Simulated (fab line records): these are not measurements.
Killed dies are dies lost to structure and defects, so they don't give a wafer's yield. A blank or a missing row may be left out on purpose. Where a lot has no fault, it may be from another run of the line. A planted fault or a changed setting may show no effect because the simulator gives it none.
Which tool is to blame? + flow berkeley_cmos170 + Sampling: 14 lots, 42 wafers, 2 of 331 route steps

WHAT EACH GAUGE READ, for each wafer
UCB170_M2_OVL_MEAS_16.
| lot  | measured     | on         | M2_OVL (nm) |
|------|--------------|------------|-------------|
| L600 | day 7 23:26  | overlay-02 | 2 -13 -4    |
| L601 | day 8 05:15  | overlay-02 | -3 2 1      |
| L606 | day 9 06:11  | overlay-01 | -10 -14 -11 |
| L604 | day 9 06:47  | overlay-02 | -2 -2 0     |
| L605 | day 9 06:53  | overlay-02 | 3 -3 -3     |
| L614 | day 10 18:27 | overlay-01 | -3 -8 -4    |
| L615 | day 10 18:38 | overlay-02 | -4 -3 -1    |
| L613 | day 10 19:26 | overlay-02 | -7 -14 -6   |
| L616 | day 10 21:56 | overlay-02 | -6 -6 -10   |
| L617 | day 10 22:16 | overlay-02 | -4 -6 -7    |
| L618 | day 11 13:35 | overlay-02 | 3 3 7       |
| L621 | day 11 14:08 | overlay-02 | -2 -2 -2    |
| L619 | day 11 14:29 | overlay-02 | -4 -3 -2    |
| L620 | day 11 22:59 | overlay-02 | -6 -7 -7    |

TOOL THAT RAN EACH LOT (tool first, then ch and the chambers of the sampled wafers, then the start)
| lot  | UCB170_M2_STRIP_07                   |
|------|--------------------------------------|
| L600 | plasma_asher-02 ch 0,1, day 7 22:00  |
| L601 | plasma_asher-02 ch 0,1, day 8 02:34  |
| L606 | plasma_asher-01 ch 0,1, day 9 04:25  |
| L604 | plasma_asher-02 ch 0,1, day 9 04:36  |
| L605 | plasma_asher-03 ch 0,1, day 9 04:50  |
| L614 | plasma_asher-03 ch 0,1, day 10 16:37 |
| L615 | plasma_asher-02 ch 0,1, day 10 16:59 |
| L613 | plasma_asher-03 ch 0,1, day 10 17:13 |
| L616 | plasma_asher-01 ch 0,1, day 10 20:42 |
| L617 | plasma_asher-02 ch 0,1, day 10 21:02 |
| L618 | plasma_asher-01 ch 0,1, day 11 12:18 |
| L621 | plasma_asher-02 ch 0,1, day 11 12:45 |
| L619 | plasma_asher-01 ch 0,1, day 11 13:02 |
| L620 | plasma_asher-01 ch 0,1, day 11 20:37 |
- UCB170_M2_STRIP_07: strips in O2.

AS READ BY THE TOOLS THEMSELVES (means over the sampled wafers that have a number; for cases with no such wafer, the mark the record gives instead)
UCB170_M2_STRIP_07.
| lot  | tool            | chamber_pressure_mTorr (mTorr) | drypump_motor_current_A (A) | oes_product_au (a.u.) | strip_time_to_endpoint_s (s) |
|------|-----------------|--------------------------------|-----------------------------|-----------------------|------------------------------|
| L600 | plasma_asher-02 | 3501                           | 5.7                         | 0.735                 | 21.96                        |
| L601 | plasma_asher-02 | 3497                           | 5.7                         | 0.732                 | 21.94                        |
| L606 | plasma_asher-01 | 3498                           | 6.2                         | 0.738                 | 22.00                        |
| L604 | plasma_asher-02 | 3501                           | 5.7                         | 0.733                 | 21.93                        |
| L605 | plasma_asher-03 | 3499                           | 5.9                         | 0.736                 | 22.01                        |
| L614 | plasma_asher-03 | 3499                           | 5.9                         | 0.737                 | 22.05                        |
| L615 | plasma_asher-02 | 3497                           | 6.3                         | 0.736                 | 22.02                        |
| L613 | plasma_asher-03 | 3501                           | 5.9                         | 0.735                 | 21.96                        |
| L616 | plasma_asher-01 | 3503                           | 6.2                         | 0.734                 | 22.00                        |
| L617 | plasma_asher-02 | 3499                           | 6.3                         | 0.730                 | 22.08                        |
| L618 | plasma_asher-01 | 3502                           | 6.3                         | 0.733                 | 21.91                        |
| L621 | plasma_asher-02 | 3501                           | 6.3                         | 0.733                 | 22.01                        |
| L619 | plasma_asher-01 | 3500                           | 6.3                         | 0.734                 | 22.04                        |
| L620 | plasma_asher-01 | 3500                           | 6.3                         | 0.735                 | 21.97                        |

THE ANSWER, worked out from the rows above alone
Rule: the usual values come from the lots themselves. The widest of any qualifying gaps counts: lots, ordered by their means at a reading, are off when they make up no more than a third of the lots, leave a main group of 4 or more, and stand apart from it by 3 or more times the standard deviation of that group's means. Not used: any main group whose means are identical at the precision the tables above print for the reading. Also off: a lot with no number at a reading for which 4 or more lots have one. Where the step has rows for the other lots, those lots are counted as sound. After the gauges, taken in route order, come the tools' own readings; for these a lot's mean is taken, as printed above. At the first step where some lot is off, the reading lying furthest off is the one used; lots without a number count as furthest.
No lot is off on any of the readings shown, so nothing can be concluded from this.

WHAT HAD BEEN PUT IN BY THE SIMULATOR
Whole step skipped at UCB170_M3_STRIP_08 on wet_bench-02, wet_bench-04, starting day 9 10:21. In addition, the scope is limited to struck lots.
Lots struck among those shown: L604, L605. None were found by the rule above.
